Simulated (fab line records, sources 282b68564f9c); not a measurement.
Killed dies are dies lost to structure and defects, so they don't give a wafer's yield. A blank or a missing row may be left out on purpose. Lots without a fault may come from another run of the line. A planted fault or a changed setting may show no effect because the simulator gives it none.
Which tool did it? | flow rit_cmos | 14 lots, 42 wafers sampled, at 3 steps of a route of 202

WHAT THE GAUGES READ, wafer by wafer
RIT_NWELL_TW_MEAS_10. Usual: NWELL_TW 2151, standard deviation 21.
lot  | measured    | on            | NWELL_TW       | flag
L669 | day 1 22:23 | film_metro-04 | 2175 2168 2191 |
L670 | day 2 02:38 | film_metro-04 | 2180 2177 2186 |
L671 | day 2 07:52 | film_metro-04 | 2180 2170 2197 |
L672 | day 2 13:53 | film_metro-01 | 2118 2104 2106 |
L673 | day 2 18:03 | film_metro-03 | 2169 2161 2146 |
L674 | day 3 01:04 | film_metro-03 | 2146 2146 2154 |
L678 | day 3 20:11 | film_metro-01 | 2119 2099 2101 |
L680 | day 4 05:36 | film_metro-04 | 2169 2184 2173 |
L682 | day 4 15:01 | film_metro-03 | 2010 2011 2013 | OFF
L683 | day 4 22:29 | film_metro-03 | 2008 2004 2007 | OFF
L686 | day 5 11:47 | film_metro-03 | 2156 2147 2153 |
L687 | day 5 16:45 | film_metro-01 | 2142 2128 2123 |
L688 | day 5 21:50 | film_metro-03 | 2153 2156 2149 |
L690 | day 6 06:19 | film_metro-03 | 2149 2145 2145 |

RIT_WELLDRIVE_RS_MEAS_01: measures by four-point-probe. Usual: NWELL_RS 275.7 ohm/sq, standard deviation 0.68.
lot  | measured    | on            | NWELL_RS (ohm/sq) | flag
L669 | day 2 05:09 | film_metro-03 | 274.6 275.8 276.1 |
L670 | day 2 10:14 | film_metro-03 | 276.6 276.7 276.3 |
L671 | day 2 15:20 | film_metro-03 | 274.2 274.9 274.1 |
L672 | day 2 21:11 | film_metro-04 | 275.1 275.6 275.1 |
L673 | day 3 01:50 | film_metro-04 | 275.0 274.9 275.0 |
L674 | day 3 08:40 | film_metro-03 | 276.5 275.5 275.3 |
L678 | day 4 03:28 | film_metro-01 | 276.2 275.6 276.0 |
L680 | day 4 13:07 | film_metro-03 | 275.2 274.6 275.1 |
L682 | day 4 22:34 | film_metro-04 | 316.3 316.7 316.4 | OFF
L683 | day 5 05:12 | film_metro-01 | 316.7 317.7 317.3 | OFF
L686 | day 5 18:45 | film_metro-04 | 275.5 277.0 275.3 |
L687 | day 6 00:17 | film_metro-03 | 275.3 276.1 276.7 |
L688 | day 6 04:59 | film_metro-01 | 275.7 275.1 275.2 |
L690 | day 6 13:11 | film_metro-03 | 275.5 274.9 274.7 |

WHICH TOOL RAN EACH LOT (tool, then ch and the chambers of the sampled wafers, then the start)
lot  | RIT_NWELL_IMPLANT_08
L669 | implanter-03 ch 0, day 1 22:04
L670 | implanter-01 ch 0, day 2 02:19
L671 | implanter-04 ch 0, day 2 07:34
L672 | implanter-03 ch 0, day 2 13:34
L673 | implanter-04 ch 0, day 2 17:44
L674 | implanter-03 ch 0, day 3 00:44
L678 | implanter-03 ch 0, day 3 19:53
L680 | implanter-04 ch 0, day 4 05:17
L682 | implanter-04 ch 0, day 4 14:41
L683 | implanter-04 ch 0, day 4 22:11
L686 | implanter-01 ch 0, day 5 11:28
L687 | implanter-03 ch 0, day 5 16:26
L688 | implanter-01 ch 0, day 5 21:31
L690 | implanter-01 ch 0, day 6 05:59
- RIT_NWELL_IMPLANT_08

WHAT THE TOOLS THEMSELVES READ (means of the sampled wafers that have a number; where no wafer has one, the mark that the record gives instead)
RIT_NWELL_IMPLANT_08. Usual: beam_on_s 10.01 s, standard deviation 0.2; end_station_pressure_torr 5.12e-06 Torr, standard deviation 2.6e-07; faraday_current_uA 159, standard deviation 3.2.
lot  | tool         | beam_on_s (s) | end_station_pressure_torr (Torr) | faraday_current_uA | flag
L669 | implanter-03 | 10.41         | 5.21e-06                         | 152                |
L670 | implanter-01 | 10.10         | 5.30e-06                         | 157                |
L671 | implanter-04 | 10.07         | 5.24e-06                         | 157                |
L672 | implanter-03 | 10.22         | 4.98e-06                         | 155                |
L673 | implanter-04 | 9.99          | 5.19e-06                         | 159                |
L674 | implanter-03 | 10.24         | 5.13e-06                         | 155                |
L678 | implanter-03 | 9.89          | 5.09e-06                         | 161                |
L680 | implanter-04 | 10.06         | 5.28e-06                         | 158                |
L682 | implanter-04 | 7.99          | 5.05e-06                         | 199                | OFF
L683 | implanter-04 | 7.92          | 5.06e-06                         | 200                | OFF
L686 | implanter-01 | 9.96          | 5.26e-06                         | 159                |
L687 | implanter-03 | 9.93          | 5.24e-06                         | 160                |
L688 | implanter-01 | 10.09         | 4.92e-06                         | 158                |
L690 | implanter-01 | 9.92          | 5.08e-06                         | 160                |

THE ANSWER, worked out from the rows above alone
Rule: a lot is off if the mean of its wafers that have a number lies more than 3 standard deviations from the usual mean. A lot without any number at a reading at which 4 lots or more have one is off too. The other lots that the step has rows for count as sound. The gauges are gone through in route order, then the tools' own readings, and for those a lot's mean is taken as printed above. The first step at which some lot is off is used, and at that step the reading that is off furthest; a lot without a number counts as furthest.
Off: L682, L683, at RIT_NWELL_TW_MEAS_10 (NWELL_TW).
A tool fits if, at a process step before that reading, it ran every lot that is off, and no sound lot after the first of them. The gauges at RIT_NWELL_TW_MEAS_10 aren't tried: what is off there is off at RIT_WELLDRIVE_RS_MEAS_01 too, on other tools, and a gauge's error can't cause that. One fits: implanter-04 at RIT_NWELL_IMPLANT_08. Its last sound lot is L680 (day 4 05:17), its first lot that is off L682 (day 4 14:41): a fault that began between those two fits.
The tool's own readings at RIT_NWELL_IMPLANT_08 bear it out: on the lots that are off they differ by more than 5 times the standard deviation of the sound lots' means. beam_on_s reads 7.96 s there against 10.07 s on the sound lots; faraday_current_uA reads 200 there against 158 on the sound lots.

WHAT THE SIMULATOR HAD PUT IN
Process parameter drift: implanter-04, from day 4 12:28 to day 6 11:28, at RIT_NWELL_IMPLANT_08. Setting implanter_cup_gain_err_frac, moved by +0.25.
Lots struck among those shown: L682, L683. The rule above found the same.
